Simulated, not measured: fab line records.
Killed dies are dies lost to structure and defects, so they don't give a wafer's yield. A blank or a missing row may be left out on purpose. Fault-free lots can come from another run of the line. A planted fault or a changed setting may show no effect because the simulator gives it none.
fab line records	flow berkeleyCmos170
record: lots: 14	wafers: 42	lastDay: 15
route steps=331 shown FIELD@126 GATE@140 PLDD@155 NLDD@168 M3@310
lots with no fault: from the same line, run without faults
startH: start of the lot's first displayed wafer, in hours after the record's first day	waitH: hours from the lot's prior step to this one	" as in the row above	L1.1+2: a row that stands for several wafers	- no value, or no start was given	* or withheld: withheld	< > ~ a bound
route shown NAME@n: a module of which the file shows steps, and the number in the route of the first	usual: the fault-free wafers' mean and standard deviation	same: alike in all rows	chamber/n: place in a boat	sites: per-site readings	_std_site: the values' standard deviation	_edge_site: mean of outer sites minus mean of inner sites	radiusMm: how far each site lies from the wafer's centre	mask NAME#n: copy n	behind: the most recent tool/chamber to have shaped the wafer	hold: reason for holding the lot/hours on hold/outcome of the hold	device: the n, p or np transistor that did not switch	end of line: the tests these same wafers got at the end of their route	a step without rows: its recipe alone	killed: dies lost to structure and defects at the first sort, not the wafer's yield	map: a wafer's dies, x killed, . not, _ none there
set.NAME: the setting the step ran with; set.NAME@STEP: the setting that earlier step ran with	model.NAME: the simulator's own value behind a step, which no gauge read
route steps across a sampled set of lots; one table per step, one row per wafer
services: a tool's chamber out of use, with start hour (startH, from the record's first day; less than 0 if before it), hours out, and reason
== steps ==
step: UCB170_FIELD_THK_MEAS_91
recipe: reads: SiO2_of_FIELD_OXIDATION_01
usual: FIELD_OXIDE_LEFT_2_THK: 355/7.6
lot.wafer	tool	chamber	startH	waitH	FIELD_OXIDE_LEFT_2_THK[nm]
L306.4	filmMetro-04	-	131.99	0.0	358
L306.5	"	-	"	"	356
L306.6	"	-	"	"	356
L307.1	filmMetro-04	-	143.79	0.0	355
L307.4	"	-	"	"	361
L307.6	"	-	"	"	364
L309.2	filmMetro-01	-	156.64	0.0	351
L309.4	"	-	"	"	349
L309.5	"	-	"	"	347
L312.2	filmMetro-04	-	164.20	0.0	348
L312.5	"	-	"	"	355
L312.6	"	-	"	"	363
L311.2	filmMetro-04	-	164.57	0.0	365
L311.5	"	-	"	"	367
L311.6	"	-	"	"	364
L319.4	filmMetro-01	-	213.97	0.0	357
L319.5	"	-	"	"	357
L319.6	"	-	"	"	361
L320.1	filmMetro-01	-	214.22	0.0	358
L320.2	"	-	"	"	361
L320.4	"	-	"	"	348
L324.2	filmMetro-03	-	235.78	0.0	366
L324.3	"	-	"	"	367
L324.4	"	-	"	"	354
L322.3	filmMetro-03	-	236.00	0.0	348
L322.4	"	-	"	"	347
L322.5	"	-	"	"	339
L323.2	filmMetro-01	-	236.14	0.0	344
L323.5	"	-	"	"	353
L323.6	"	-	"	"	350
L321.2	filmMetro-04	-	236.33	0.0	344
L321.3	"	-	"	"	341
L321.4	"	-	"	"	343
L328.3	filmMetro-01	-	265.40	0.0	362
L328.5	"	-	"	"	360
L328.6	"	-	"	"	359
L327.1	filmMetro-03	-	265.47	0.0	345
L327.4	"	-	"	"	348
L327.6	"	-	"	"	349
L329.1	filmMetro-03	-	269.29	0.1	350
L329.5	"	-	"	"	344
L329.6	"	-	"	"	339
step: UCB170_GATE_ETCH_14
recipe: chemistry: N2/H2	targetDepthA: withheld	overetchA: withheld	target: BARC	timeS: withheld	sourceW: 500	biasW: 100	pressureMtorr: 30	n2FlowSccm: 100	h2FlowSccm: 200
usual: chamberPressureMTorr: 30.001/0.025	drypumpMotorCurrentA: 5.9/0.35	h2FlowSccm: 200.0/0.58	oesProductAu: 1.001/0.021	throttleValvePct: 13.35/0.14
lot.wafer	tool	chamber	startH	waitH	chamberPressureMTorr	drypumpMotorCurrentA	h2FlowSccm	oesProductAu	throttleValvePct
L306.4	rieDiel-04	3	147.01	0.0	30.012	6.2	200.4	0.998	13.14
L306.5	"	0	"	"	30.037	5.7	200.2	0.982	13.46
L306.6	"	3	"	"	30.042	6.2	200.0	1.002	13.16
L307.1	rieDiel-03	1	155.51	0.0	30.009	6.1	201.2	1.013	13.50
L307.4	"	0	"	"	29.990	5.6	199.2	1.027	13.16
L307.6	"	1	"	"	30.018	6.1	201.9	1.012	13.50
L309.2	rieDiel-04	1	170.47	0.0	30.017	6.3	200.0	1.024	13.32
L309.4	"	0	"	"	29.999	5.7	200.5	0.982	13.45
L309.5	"	1	"	"	30.018	6.3	200.4	1.018	13.32
L312.2	rieDiel-04	0	186.00	0.0	30.015	5.7	200.3	0.972	13.44
L312.5	"	1	"	"	30.041	6.3	199.3	1.022	13.31
L312.6	"	0	"	"	29.979	5.7	200.2	0.980	13.45
L311.2	rieDiel-03	1	186.30	0.0	29.945	6.1	200.5	1.005	13.52
L311.5	"	0	"	"	30.003	5.6	200.4	1.012	13.16
L311.6	"	1	"	"	30.030	6.1	199.9	0.994	13.49
L320.1	rieDiel-03	2	232.92	0.0	29.988	5.6	200.5	1.016	13.28
L320.2	"	3	"	"	29.970	5.3	200.2	0.988	13.64
L320.4	"	0	"	"	30.020	5.6	200.5	1.041	13.15
L319.4	rieDiel-02	3	233.16	0.0	29.971	5.7	199.1	0.957	13.23
L319.5	"	1	"	"	30.027	6.4	199.3	0.990	13.39
L319.6	"	0	"	"	29.975	5.5	198.7	1.010	13.33
L324.2	rieDiel-02	3	252.21	0.0	30.024	5.7	199.5	0.963	13.20
L324.3	"	1	"	"	30.007	6.4	200.5	0.990	13.40
L324.4	"	0	"	"	29.972	5.5	200.5	0.997	13.32
L322.3	rieDiel-03	1	252.45	0.0	30.009	6.1	199.6	1.013	13.50
L322.4	"	0	"	"	30.015	5.6	199.2	1.031	13.18
L322.5	"	1	"	"	30.003	6.1	199.5	1.014	13.49
L323.2	rieDiel-04	2	252.69	0.0	29.995	6.4	200.3	0.978	13.27
L323.5	"	0	"	"	29.994	5.7	199.5	0.986	13.44
L323.6	"	2	"	"	29.971	6.4	199.5	0.984	13.24
L321.2	rieDiel-02	3	252.81	0.0	29.969	5.7	200.5	0.958	13.21
L321.3	"	0	"	"	29.986	5.5	199.4	1.012	13.32
L321.4	"	1	"	"	30.019	6.4	201.1	0.982	13.39
L327.1	rieDiel-02	2	278.81	0.0	29.995	6.0	199.9	1.011	13.49
L327.4	"	3	"	"	29.956	5.7	200.8	0.957	13.21
L327.6	"	0	"	"	29.966	5.5	200.4	1.001	13.33
L328.3	rieDiel-04	0	279.05	0.0	29.995	5.7	200.7	0.988	13.45
L328.5	"	1	"	"	30.026	6.3	199.8	1.034	13.30
L328.6	"	0	"	"	30.068	5.7	200.0	0.980	13.44
L329.1	rieDiel-03	0	299.69	0.0	29.991	5.6	199.6	1.014	13.17
L329.5	"	3	"	"	30.009	5.3	200.4	1.007	13.65
L329.6	"	2	"	"	29.993	5.6	200.0	1.019	13.29
step: UCB170_PLDD_STRIP_10
recipe: chemistry: O2	powerW: 400	pressureMtorr: 3500	platenTempC: withheld	o2FlowSccm: 400	overashFraction: 0.5
usual: chamberPressureMTorr: 3500/3.2	drypumpMotorCurrentA: 5.8/0.5	o2FlowSccm: 400.2/1.1	oesProductAu: 0.735/0.0045	stripTimeToEndpointS: 21.59/0.055
lot.wafer	tool	chamber	startH	waitH	chamberPressureMTorr	drypumpMotorCurrentA	o2FlowSccm	oesProductAu	rfHoursCounterH	stripTimeToEndpointS
L306.4	plasmaAsher-02	1	148.96	0.1	3503	6.1	400.4	0.735	-	21.71
L306.5	"	1	"	"	3497	6.1	400.9	0.738	-	21.64
L306.6	"	0	"	"	3498	5.2	400.8	0.734	-	21.64
L307.1	plasmaAsher-03	1	160.08	0.1	3506	5.6	399.9	0.726	5	21.70
L307.4	"	1	"	"	3498	5.7	400.4	0.730	-	21.72
L307.6	"	1	"	"	3502	5.7	400.5	0.735	-	21.67
L309.2	plasmaAsher-02	1	172.86	0.1	3500	6.1	400.9	0.735	45	21.57
L309.4	"	1	"	"	3495	6.1	399.2	0.738	-	21.59
L309.5	"	1	"	"	3500	6.1	400.3	0.729	-	21.60
L311.2	plasmaAsher-02	0	188.47	0.1	-	-	-	-	-	-
L311.5	"	1	"	"	-	-	-	-	-	-
L311.6	"	0	"	"	-	-	-	-	-	-
L312.2	plasmaAsher-03	0	188.56	0.2	-	-	-	-	-	-
L312.5	"	1	"	"	-	-	-	-	-	-
L312.6	"	0	"	"	-	-	-	-	-	-
L320.1	plasmaAsher-03	0	234.93	0.1	3501	6.5	399.7	0.736	13	21.51
L320.2	"	1	"	"	3495	5.7	402.9	0.729	13	21.53
L320.4	"	1	"	"	3501	5.6	400.6	0.736	-	21.53
L319.4	plasmaAsher-04	0	235.49	0.1	3496	6.0	401.3	0.728	-	21.67
L319.5	"	0	"	"	3500	6.1	401.4	0.737	-	21.63
L319.6	"	1	"	"	3499	5.0	398.2	0.733	-	21.59
L324.2	plasmaAsher-03	1	256.53	0.1	3496	5.6	398.8	0.738	15	21.65
L324.3	"	0	"	"	3500	6.5	401.7	0.732	-	21.63
L324.4	"	1	"	"	3496	5.6	398.0	0.736	-	21.62
L322.3	plasmaAsher-04	1	256.87	0.1	3496	5.0	400.7	0.743	-	21.54
L322.4	"	0	"	"	3503	6.0	400.6	0.731	-	21.50
L322.5	"	0	"	"	3496	6.0	402.0	0.736	-	21.46
L323.2	plasmaAsher-03	0	257.16	0.1	3498	6.5	401.3	0.733	15	21.60
L323.5	"	1	"	"	3503	5.6	401.2	0.742	-	21.60
L323.6	"	0	"	"	3502	6.5	400.4	0.726	-	21.51
L321.2	plasmaAsher-03	0	257.43	0.1	3497	6.5	400.1	0.737	15	21.52
L321.3	"	0	"	"	3499	6.4	400.6	0.723	-	21.46
L321.4	"	1	"	"	3500	5.7	399.2	0.731	-	21.56
L327.1	plasmaAsher-03	0	281.25	0.1	3503	6.4	401.6	0.740	18	21.65
L327.4	"	1	"	"	3499	5.6	400.2	0.741	-	21.58
L327.6	"	0	"	"	3500	6.5	399.3	0.741	-	21.70
L328.3	plasmaAsher-02	0	281.56	0.1	3502	5.2	400.1	0.732	-	21.62
L328.5	"	0	"	"	3499	5.2	400.0	0.735	-	21.62
L328.6	"	1	"	"	3497	6.1	400.3	0.728	-	21.60
L329.1	plasmaAsher-02	0	303.89	0.1	3497	5.2	401.5	0.737	57	21.60
L329.5	"	1	"	"	3501	6.0	399.5	0.735	-	21.63
L329.6	"	0	"	"	3503	5.2	400.6	0.734	-	21.63
step: UCB170_NLDD_STRIP_10
recipe: chemistry: O2	powerW: 400	pressureMtorr: 3500	platenTempC: withheld	o2FlowSccm: 400	overashFraction: 0.5
usual: chamberPressureMTorr: 3500/3.4	drypumpMotorCurrentA: 5.8/0.5	o2FlowSccm: 399.9/1.2	oesProductAu: 0.735/0.0043	stripTimeToEndpointS: 21.61/0.055
lot.wafer	tool	chamber	startH	waitH	chamberPressureMTorr	drypumpMotorCurrentA	o2FlowSccm	oesProductAu	rfHoursCounterH	stripTimeToEndpointS
L306.4	plasmaAsher-01	1	151.35	0.1	3498	5.5	399.2	0.736	-	21.69
L306.5	"	1	"	"	3502	5.5	400.2	0.729	-	21.62
L306.6	"	0	"	"	3498	6.3	399.4	0.726	-	21.66
L307.1	plasmaAsher-03	1	163.54	0.1	3504	5.6	399.5	0.733	6	21.68
L307.4	"	0	"	"	3500	6.5	400.9	0.735	-	21.63
L307.6	"	0	"	"	3496	6.5	399.3	0.730	-	21.66
L309.2	plasmaAsher-01	1	174.50	0.1	3501	5.5	402.2	0.737	41	21.62
L309.4	"	0	"	"	3498	6.2	399.3	0.730	-	21.59
L309.5	"	0	"	"	3502	6.3	400.2	0.731	-	21.52
L312.2	plasmaAsher-01	0	190.70	0.1	3503	6.3	398.9	0.737	42	47.68
L312.5	"	1	"	"	3500	5.5	400.0	0.736	-	47.61
L312.6	"	0	"	"	3505	6.2	399.4	0.735	-	47.66
L311.2	plasmaAsher-03	0	190.91	0.1	3498	6.4	397.7	0.743	9	47.69
L311.5	"	1	"	"	3495	5.6	402.4	0.734	-	47.71
L311.6	"	0	"	"	3503	6.4	398.5	0.742	-	47.67
L320.1	plasmaAsher-04	0	236.72	0.1	3505	6.0	399.5	0.730	49	21.66
L320.2	"	1	"	"	3500	5.0	400.8	0.736	49	21.69
L320.4	"	1	"	"	3497	5.0	400.5	0.728	-	21.69
L319.4	plasmaAsher-04	1	237.25	0.1	3502	5.0	399.8	0.739	-	21.55
L319.5	"	0	"	"	3499	6.0	399.5	0.738	-	21.64
L319.6	"	1	"	"	3490	5.0	399.8	0.737	-	21.52
L324.2	plasmaAsher-03	0	258.50	0.1	3501	6.4	401.2	0.734	15	21.58
L324.3	"	0	"	"	3497	6.4	399.5	0.738	-	21.62
L324.4	"	1	"	"	3497	5.6	400.9	0.734	-	21.57
L322.3	plasmaAsher-01	1	259.27	0.1	3505	5.5	400.0	0.735	-	21.66
L322.4	"	0	"	"	3499	6.3	398.3	0.747	-	21.60
L322.5	"	0	"	"	3496	6.2	398.6	0.739	-	21.57
L323.2	plasmaAsher-03	1	259.51	0.1	3500	5.6	400.6	0.729	16	21.72
L323.5	"	1	"	"	3505	5.7	401.7	0.733	-	21.64
L323.6	"	0	"	"	3499	6.4	400.5	0.737	-	21.72
L321.2	plasmaAsher-01	0	259.68	0.1	3499	6.2	400.7	0.736	48	21.62
L321.3	"	0	"	"	3506	6.2	400.1	0.734	-	21.59
L321.4	"	1	"	"	3499	5.5	400.9	0.739	-	21.52
L327.1	plasmaAsher-04	0	299.92	0.1	3504	6.0	399.3	0.732	55	21.64
L327.4	"	1	"	"	3497	5.0	399.3	0.734	-	21.65
L327.6	"	0	"	"	3499	6.0	399.9	0.735	-	21.64
L328.3	plasmaAsher-01	1	299.99	0.1	3499	5.5	398.7	0.735	-	21.53
L328.5	"	1	"	"	3502	5.5	398.4	0.727	-	21.56
L328.6	"	0	"	"	3499	6.3	398.2	0.731	-	21.60
L329.1	plasmaAsher-03	0	308.29	0.1	3495	6.5	398.0	0.729	20	21.59
L329.5	"	1	"	"	3499	5.7	398.7	0.739	-	21.65
L329.6	"	0	"	"	3497	6.5	399.5	0.736	-	21.71
step: UCB170_NLDD_TW_MEAS_11
usual: NLDD_TW: 2211/22
lot.wafer	tool	chamber	startH	waitH	NLDD_TW
L306.4	filmMetro-02	-	151.44	0.1	2187
L306.5	"	-	"	"	2188
L306.6	"	-	"	"	2200
L307.1	filmMetro-04	-	163.64	0.1	2201
L307.4	"	-	"	"	2193
L307.6	"	-	"	"	2194
L309.2	filmMetro-04	-	174.61	0.1	2186
L309.4	"	-	"	"	2196
L309.5	"	-	"	"	2188
L312.2	filmMetro-04	-	190.81	0.1	30
L312.5	"	-	"	"	30
L312.6	"	-	"	"	30
L311.2	filmMetro-01	-	191.02	0.1	30
L311.5	"	-	"	"	30
L311.6	"	-	"	"	30
L320.1	filmMetro-01	-	236.82	0.1	2246
L320.2	"	-	"	"	2248
L320.4	"	-	"	"	2247
L319.4	filmMetro-01	-	237.34	0.1	2248
L319.5	"	-	"	"	2244
L319.6	"	-	"	"	2235
L324.2	filmMetro-02	-	258.61	0.1	2203
L324.3	"	-	"	"	2202
L324.4	"	-	"	"	2207
L322.3	filmMetro-01	-	259.36	0.1	2252
L322.4	"	-	"	"	2251
L322.5	"	-	"	"	2252
L323.2	filmMetro-04	-	259.62	0.1	2221
L323.5	"	-	"	"	2225
L323.6	"	-	"	"	2225
L321.2	filmMetro-04	-	259.79	0.1	2218
L321.3	"	-	"	"	2229
L321.4	"	-	"	"	2215
L327.1	filmMetro-02	-	300.02	0.1	2180
L327.4	"	-	"	"	2168
L327.6	"	-	"	"	2174
L328.3	filmMetro-01	-	300.08	0.1	2232
L328.5	"	-	"	"	2225
L328.6	"	-	"	"	2241
L329.1	filmMetro-04	-	308.39	0.1	2205
L329.5	"	-	"	"	2203
L329.6	"	-	"	"	2208
step: UCB170_M3_SPUTTER_01
recipe: material: Al	targetThkNm: 900	timeS: 120	powerW: 6000	chamberPressurePa: 0.5
usual: chamberPressurePa: 0.5000/0.00093	throttleValvePct: 30.5/1.3
same: timeS: 120
lot.wafer	tool	chamber	startH	waitH	chamberPressurePa	throttleValvePct
L306.4	pvdSputter-01	-	186.75	0.0	0.5011	31.1
L306.5	"	-	"	"	0.4997	32.8
L306.6	"	-	"	"	0.4985	31.0
L307.1	pvdSputter-03	-	195.82	0.0	0.5005	30.4
L307.4	"	-	"	"	0.5004	30.4
L307.6	"	-	"	"	0.5012	30.4
L309.2	pvdSputter-01	-	208.53	0.0	0.5006	32.9
L309.4	"	-	"	"	0.4995	30.2
L309.5	"	-	"	"	0.5004	32.8
L312.2	pvdSputter-03	-	224.78	0.0	0.4994	30.5
L312.5	"	-	"	"	0.4993	30.6
L312.6	"	-	"	"	0.4985	30.2
L311.2	pvdSputter-04	-	225.02	0.0	0.4983	28.3
L311.5	"	-	"	"	0.5004	27.9
L311.6	"	-	"	"	0.5000	32.7
L320.1	pvdSputter-01	-	262.72	0.0	0.4979	30.2
L320.2	"	-	"	"	0.5013	32.7
L320.4	"	-	"	"	0.5000	31.1
L319.4	pvdSputter-01	-	273.20	0.0	0.5010	30.2
L319.5	"	-	"	"	0.4990	30.6
L319.6	"	-	"	"	0.5002	30.3
L323.2	pvdSputter-03	-	306.23	0.0	0.5012	30.7
L323.5	"	-	"	"	0.4993	30.8
L323.6	"	-	"	"	0.4991	30.5
L324.2	pvdSputter-04	-	309.97	0.0	0.4990	30.2
L324.3	"	-	"	"	0.5002	28.2
L324.4	"	-	"	"	0.4987	28.0
L321.2	pvdSputter-01	-	310.84	0.0	0.4998	30.9
L321.3	"	-	"	"	0.5009	30.1
L321.4	"	-	"	"	0.5000	32.9
L322.3	pvdSputter-03	-	310.97	0.0	0.4998	30.2
L322.4	"	-	"	"	0.5006	30.4
L322.5	"	-	"	"	0.5011	30.4
L327.1	pvdSputter-04	-	333.64	0.0	0.5005	30.5
L327.4	"	-	"	"	0.4984	33.0
L327.6	"	-	"	"	0.4979	33.1
L328.3	pvdSputter-03	-	334.00	0.0	0.5010	30.8
L328.5	"	-	"	"	0.5018	30.8
L328.6	"	-	"	"	0.5011	30.2
L329.1	pvdSputter-03	-	345.19	0.0	0.5008	30.5
L329.5	"	-	"	"	0.5002	30.1
L329.6	"	-	"	"	0.4998	30.4
== services ==
tool	chamber	startH	hours	kind
pvdSputter-03	-	128.36	4.8	repair
rieDiel-03	2	129.35	3.7	repair
rieDiel-03	3	151.50	6.1	repair
rieDiel-03	0	166.88	1.8	repair
pvdSputter-03	-	167.87	1.6	repair
rieDiel-04	3	167.88	20.4	repair
rieDiel-04	2	180.48	4.4	repair
plasmaAsher-03	-	192.11	1.7	repair
rieDiel-04	3	196.15	6.2	repair
rieDiel-04	3	210.11	44.7	repair
pvdSputter-03	-	222.45	2.2	repair
plasmaAsher-01	-	227.22	11.5	repair
rieDiel-03	-	229.82	0.4	repair
rieDiel-02	0	237.11	4.2	repair
rieDiel-02	1	237.38	7.9	repair
rieDiel-03	-	245.19	0.4	repair
rieDiel-04	-	251.17	0.6	repair
pvdSputter-03	-	255.41	1.2	repair
rieDiel-04	2	283.17	6.5	repair
rieDiel-02	1	285.86	8.1	repair
rieDiel-04	-	291.52	0.2	repair
rieDiel-03	-	300.44	0.7	repair
rieDiel-04	2	320.21	9.7	repair
rieDiel-04	0	326.64	19.8	repair
== key ==
firstSign: step: UCB170_PLDD_STRIP_10	reading: toolRecord	direction: missing
effect: step: UCB170_NLDD_STRIP_10	reading: stripTimeToEndpointS	direction: up	sigmas: 99+	usual: *	struck: *
effect: step: UCB170_NLDD_TW_MEAS_11	reading: NLDD_TW	direction: down	sigmas: 98	usual: 2211	struck: 30
metAt UCB170_PLDD_STRIP_10
struckLots L311,L312
sortLeftOut L311.2,L311.5,L311.6,L312.2,L312.5,L312.6
testerLeftOut L311,L312
notActingAt UCB170_FIELD_THK_MEAS_91,UCB170_GATE_ETCH_14,UCB170_M3_SPUTTER_01
onsetBetween 172.86 188.47
fault: kind: skippedStepWhole	tool: plasmaAsher-02,plasmaAsher-03	chamber: -	onsetH: 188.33	steps: UCB170_PLDD_STRIP_10	scope: struckLotsOnly
testerLeftOut: of these lots the tester's yield and bins aren't shown, on N5 and GAA mostly nor the transistor test; their killed dies are dies lost to structure and defects alone, not to doping, threshold or leakage, so they don't give the yield
sortLeftOut: the simulated sort isn't trusted on such a fault, so these wafers' sort isn't shown, and their yield isn't known
